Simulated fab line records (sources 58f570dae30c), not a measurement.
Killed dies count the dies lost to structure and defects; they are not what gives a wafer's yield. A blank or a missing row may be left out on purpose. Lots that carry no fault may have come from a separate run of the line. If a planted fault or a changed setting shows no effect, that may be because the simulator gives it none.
Split-lot experiment    flow berkeleyCmos170    5 lots, 23 wafers read, on a route of 331 steps

## SPLIT DETAILS
At UCB170_NSD_PEB_04, the setting pebTempC was moved away from the recipe's 130 C on 6 of the 23 wafers read, by -0.8% to +1.8%. The other wafers ran this setting at the recipe's value.

## FROM SPLIT TO READING: 1 step shown by the file between the two
- UCB170_NSD_DEVELOP_05: develop time 45 s

## THE READING
cdNm at UCB170_NSD_CD_MEAS_06, given in nm (cd target 1200 nm). A value of 1199.4 nm with a standard deviation of 1.4 nm is what fault-free wafers of this fab line usually give.

wafer   tool, chamber at the split  pebTempC as run, C  against the recipe  cdNm, nm  against lot-mates on the recipe
L076.2  lithoTrack-03, 0            132.4               +1.8%               1213.1    +14.0
L076.3  lithoTrack-03, 0            130                 recipe              1198.7    -
L076.4  lithoTrack-03, 0            130                 recipe              1199.2    -
L076.5  lithoTrack-03, 0            130                 recipe              1199.4    -
L076.6  lithoTrack-03, 0            132.4               +1.8%               1212.7    +13.6
L079.2  lithoTrack-02, 0            130                 recipe              1200.1    -
L079.3  lithoTrack-02, 0            130                 recipe              1200.9    -
L079.4  lithoTrack-02, 0            130                 recipe              1199.9    -
L079.5  lithoTrack-02, 0            130                 recipe              1200.7    -
L079.6  lithoTrack-02, 0            130                 recipe              1200.7    -
L082.1  lithoTrack-02, 0            130                 recipe              1198.4    -
L082.3  lithoTrack-02, 0            131                 +0.8%               1204.8    +6.0
L082.4  lithoTrack-02, 0            130                 recipe              1199.0    -
L082.5  lithoTrack-02, 0            130                 recipe              1199.0    -
L082.6  lithoTrack-02, 0            131                 +0.8%               1204.0    +5.2
L083.1  lithoTrack-01, 0            130                 recipe              1201.3    -
L083.2  lithoTrack-01, 0            130                 recipe              1200.8    -
L083.3  lithoTrack-01, 0            128.9               -0.8%               1194.1    -6.9
L083.4  lithoTrack-01, 0            130                 recipe              1200.8    -
L083.5  lithoTrack-01, 0            128.9               -0.8%               1193.1    -7.9
L085.2  lithoTrack-03, 0            130                 recipe              1199.8    -
L085.3  lithoTrack-03, 0            130                 recipe              1198.3    -
L085.4  lithoTrack-03, 0            130                 recipe              1198.9    -

THE FIT
A straight line over all 23 wafers: cdNm changes by +7.03 nm for each +1% of pebTempC; r = +0.98; the points scatter about the line by 0.91 nm.
The same after taking each lot's own level away (the mean of its wafers on the recipe; 23 wafers): +7.69 nm for each +1%; r = +1.00; scatter 0.49 nm.
According to that fit, moving pebTempC by its largest amount changes the reading by 14 nm.
The span of the lots' own levels, 1198.80 to 1200.97 nm, comes to 1.5 times the standard deviation stated above.
The two slopes agree, so the slope changes little with the lot-to-lot level.
Check: for one of the wafers moved furthest among these (+1.8%), held out of the fit, the line's prediction against its lot-mates is +14.1 nm. Against them it came out at +14 nm.

## ADDITIONAL SPLITS CARRIED BY THESE WAFERS
Before the reading, these wafers also passed through other splits. Each is held against what the fit with the lots' levels taken away leaves over:
other split on the same wafers     wafers away from the commonest value  r with cdNm (lot level and that fit taken away)
UCB170_NWELL_COAT_07 spinRpm       9                                     +0.04
UCB170_NWELL_ETCH_13 overEtchFrac  5                                     -0.10
UCB170_PWELL_CVD_05 pressureMtorr  18                                    -0.14
UCB170_PWELL_ETCH_14 timeS         10                                    -0.10
UCB170_ACTIVE_CVD_05 tempC         18                                    -0.04
UCB170_FIELD_OXIDATION_01 tempC    18                                    -0.19
UCB170_NVT_IMPLANT_07 energyKev    7                                     -0.33

## THE FILE'S OWN FIT
cdNm changes by +7.65 nm for each +1% of pebTempC, r = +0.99.
